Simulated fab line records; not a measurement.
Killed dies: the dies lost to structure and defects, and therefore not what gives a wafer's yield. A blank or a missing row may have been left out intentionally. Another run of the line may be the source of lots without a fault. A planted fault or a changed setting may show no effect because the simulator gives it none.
fab line records    flow berkeleyCmos170
record lots=14  wafers=42  lastDay=12
route steps=331 shown PLDD@153
lots that met no fault: taken from a fault-free run of the same line
startH: hours from the record's first day to the start of the lot's first wafer shown    waitH: how many hours have passed since the lot's step before this one    " same as the row above    L1.1+2: several wafers, shown together as one row    - no value, or no start was given    * or withheld: withheld    < > ~ a bound
route shown NAME@n: names a module that has steps shown in the file, with the first one's number in the route    usual: mean/standard deviation of fault-free wafers    same: alike in all rows    chamber/n: place in a boat    sites: per-site readings    _std_site: the standard deviation of these    _edge_site: inner sites' mean taken away from outer sites' mean    radiusMm: for every site, how far away it sits from the centre of the wafer    mask NAME#n: copy n    behind: tool/chamber where the wafer was last shaped    hold: cause of the lot's hold/its duration in hours/its outcome    device: which transistor (n, p or np) failed to switch    end of line: tests run on the same wafers once the route is complete    where a step has no rows: the recipe by itself    killed: not the wafer's yield, but the dies lost to structure and defects at the first sort    map: shows each die of a wafer: x if killed, . if not, _ if none is there
set.NAME: the setting the step ran with; set.NAME@STEP: the setting that earlier step ran with    model.NAME: the simulator's own value behind a step, which no gauge read
one table for each step of the route and one row for each wafer, over a sample of lots
services: a tool's chamber out of use, with start hour (startH, from the record's first day; less than 0 if before it), hours out, and reason
## steps
# step UCB170_PLDD_IMPLANT_08
# recipe species=BF2  doseCm2=5e+13  energyKev=10  tiltDeg=7  rotationDeg=0
# usual doseIonsCm2=5e+13/5.5e+10  faradayCurrentUA=155/7.3
lot.wafer  tool          chamber  startH  waitH  doseIonsCm2  faradayCurrentUA
L669.1     implanter-03  0        165.96  0.0    5.002e+13    158
L669.2     "             0        "       "      5.003e+13    160
L669.6     "             0        "       "      4.994e+13    160
L667.1     implanter-02  0        166.24  0.2    4.998e+13    162
L667.2     "             0        "       "      4.999e+13    162
L667.4     "             0        "       "      4.998e+13    159
L668.2     implanter-03  0        166.28  0.1    5.002e+13    151
L668.4     "             0        "       "      4.992e+13    166
L668.6     "             0        "       "      4.999e+13    156
L672.2     implanter-02  0        181.40  0.0    5.006e+13    163
L672.4     "             0        "       "      5.006e+13    152
L672.6     "             0        "       "      4.994e+13    159
L670.1     implanter-03  0        181.55  0.0    3.084e+13    97
L670.5     "             0        "       "      3.085e+13    95
L670.6     "             0        "       "      3.076e+13    98
L671.1     implanter-02  0        181.83  0.0    4.997e+13    158
L671.3     "             0        "       "      4.996e+13    161
L671.6     "             0        "       "      4.997e+13    161
L673.1     implanter-03  0        182.10  0.0    3.078e+13    101
L673.2     "             0        "       "      3.073e+13    99
L673.4     "             0        "       "      3.077e+13    97
L682.3     implanter-01  0        236.55  0.1    4.999e+13    144
L682.4     "             0        "       "      4.997e+13    140
L682.6     "             0        "       "      5.006e+13    145
L684.1     implanter-02  0        250.70  0.0    4.997e+13    162
L684.4     "             0        "       "      5.008e+13    160
L684.6     "             0        "       "      5.004e+13    161
L683.2     implanter-01  0        250.96  0.0    5.006e+13    136
L683.4     "             0        "       "      5.004e+13    145
L683.6     "             0        "       "      5.002e+13    144
L685.3     implanter-03  0        251.23  0.1    5.002e+13    168
L685.4     "             0        "       "      4.996e+13    159
L685.6     "             0        "       "      5e+13        157
L686.1     implanter-02  0        251.30  0.0    4.998e+13    161
L686.2     "             0        "       "      4.991e+13    158
L686.6     "             0        "       "      5e+13        161
L687.2     implanter-01  0        258.66  0.0    5.002e+13    146
L687.3     "             0        "       "      5e+13        146
L687.6     "             0        "       "      4.997e+13    145
L688.1     implanter-01  0        259.18  0.0    5.006e+13    140
L688.5     "             0        "       "      5.012e+13    143
L688.6     "             0        "       "      5.005e+13    150
# step UCB170_PLDD_TW_MEAS_11
# usual PLDD_TW=1006/11
lot.wafer  tool          chamber  startH  waitH  PLDD_TW
L669.1     filmMetro-01  -        166.36  0.1    1007
L669.2     "             -        "       "      1007
L669.6     "             -        "       "      1010
L667.1     filmMetro-03  -        166.67  0.1    999
L667.2     "             -        "       "      995
L667.4     "             -        "       "      992
L668.2     filmMetro-01  -        166.68  0.1    1003
L668.4     "             -        "       "      1001
L668.6     "             -        "       "      1003
L672.2     filmMetro-01  -        181.78  0.1    1007
L672.4     "             -        "       "      1005
L672.6     "             -        "       "      1010
L670.1     filmMetro-04  -        181.95  0.1    957
L670.5     "             -        "       "      957
L670.6     "             -        "       "      959
L671.1     filmMetro-03  -        182.23  0.1    996
L671.3     "             -        "       "      998
L671.6     "             -        "       "      992
L673.1     filmMetro-01  -        182.50  0.1    943
L673.2     "             -        "       "      943
L673.4     "             -        "       "      938
L682.3     filmMetro-03  -        236.92  0.1    992
L682.4     "             -        "       "      995
L682.6     "             -        "       "      996
L684.1     filmMetro-03  -        251.10  0.1    992
L684.4     "             -        "       "      996
L684.6     "             -        "       "      994
L683.2     filmMetro-01  -        251.35  0.1    1011
L683.4     "             -        "       "      1008
L683.6     "             -        "       "      997
L685.3     filmMetro-04  -        251.60  0.1    1017
L685.4     "             -        "       "      1019
L685.6     "             -        "       "      1019
L686.1     filmMetro-03  -        251.70  0.1    991
L686.2     "             -        "       "      994
L686.6     "             -        "       "      990
L687.2     filmMetro-03  -        259.04  0.1    992
L687.3     "             -        "       "      993
L687.6     "             -        "       "      993
L688.1     filmMetro-03  -        259.58  0.1    997
L688.5     "             -        "       "      998
L688.6     "             -        "       "      988
# step UCB170_SDANNEAL_RS_MEAS_04
# recipe thkMeasGauge=four-point-probe
# usual PLDD_RS=1031.2/2.6
lot.wafer  tool          chamber  startH  waitH  PLDD_RS[ohm/sq]
L669.1     filmMetro-03  -        180.24  0.1    1032.4
L669.2     "             -        "       "      1027.5
L669.6     "             -        "       "      1031.6
L667.1     filmMetro-04  -        180.70  0.1    1033.2
L667.2     "             -        "       "      1032.5
L667.4     "             -        "       "      1034.8
L668.2     filmMetro-03  -        180.88  0.1    1030.1
L668.4     "             -        "       "      1029.5
L668.6     "             -        "       "      1028.1
L670.1     filmMetro-04  -        197.80  0.1    1222.9
L670.5     "             -        "       "      1221.2
L670.6     "             -        "       "      1219.6
L672.2     filmMetro-01  -        197.95  0.1    1032.1
L672.4     "             -        "       "      1033.0
L672.6     "             -        "       "      1034.0
L671.1     filmMetro-01  -        198.60  0.1    1028.9
L671.3     "             -        "       "      1030.4
L671.6     "             -        "       "      1029.7
L673.1     filmMetro-03  -        198.93  0.1    1223.6
L673.2     "             -        "       "      1226.4
L673.4     "             -        "       "      1226.0
L682.3     filmMetro-04  -        253.52  0.1    1033.9
L682.4     "             -        "       "      1037.1
L682.6     "             -        "       "      1035.8
L684.1     filmMetro-03  -        268.68  0.1    1030.7
L684.4     "             -        "       "      1029.2
L684.6     "             -        "       "      1025.6
L685.3     filmMetro-01  -        268.93  0.1    1030.1
L685.4     "             -        "       "      1030.0
L685.6     "             -        "       "      1029.6
L683.2     filmMetro-04  -        269.04  0.1    1029.3
L683.4     "             -        "       "      1027.6
L683.6     "             -        "       "      1031.8
L686.1     filmMetro-03  -        269.16  0.1    1031.3
L686.2     "             -        "       "      1033.7
L686.6     "             -        "       "      1034.4
L687.2     filmMetro-01  -        271.31  0.1    1034.2
L687.3     "             -        "       "      1030.0
L687.6     "             -        "       "      1032.3
L688.1     filmMetro-01  -        272.28  0.1    1031.6
L688.5     "             -        "       "      1031.2
L688.6     "             -        "       "      1027.5
## services
tool          chamber  startH  hours  kind
implanter-01  -        179.73  3.6    pm
implanter-02  -        201.66  1.3    repair
implanter-01  -        224.28  6.6    repair
implanter-03  -        231.55  9.3    repair
implanter-03  -        255.68  5.2    repair
## key
firstSign step=UCB170_PLDD_IMPLANT_08  reading=doseIonsCm2  direction=down  sigmas=99+  usual=5e+13  struck=3.079e+13
effect step=UCB170_PLDD_IMPLANT_08  reading=faradayCurrentUA  direction=down  sigmas=7.9  usual=155  struck=98
effect step=UCB170_PLDD_TW_MEAS_11  reading=PLDD_TW  direction=down  sigmas=5.1  usual=1006  struck=949
effect step=UCB170_SDANNEAL_RS_MEAS_04  reading=PLDD_RS  direction=up  sigmas=74  usual=1031.2  struck=1223.3
metAt UCB170_PLDD_IMPLANT_08
struckLots L670,L673
testerLeftOut L670,L673
onsetBetween 166.28 181.55
fault kind=processParameterDrift  tool=implanter-03  chamber=-  onsetH=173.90  steps=UCB170_PLDD_IMPLANT_08  channel=doseCm2  offset=-1.9209e+13  shape=step  endH=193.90  actsIn=theseRecipesOnly  stated=5e+13
# testerLeftOut: of these lots the tester's yield and bins aren't shown, on N5 and GAA mostly nor the transistor test; their killed dies are dies lost to structure and defects alone, not to doping, threshold or leakage, so they don't give the yield
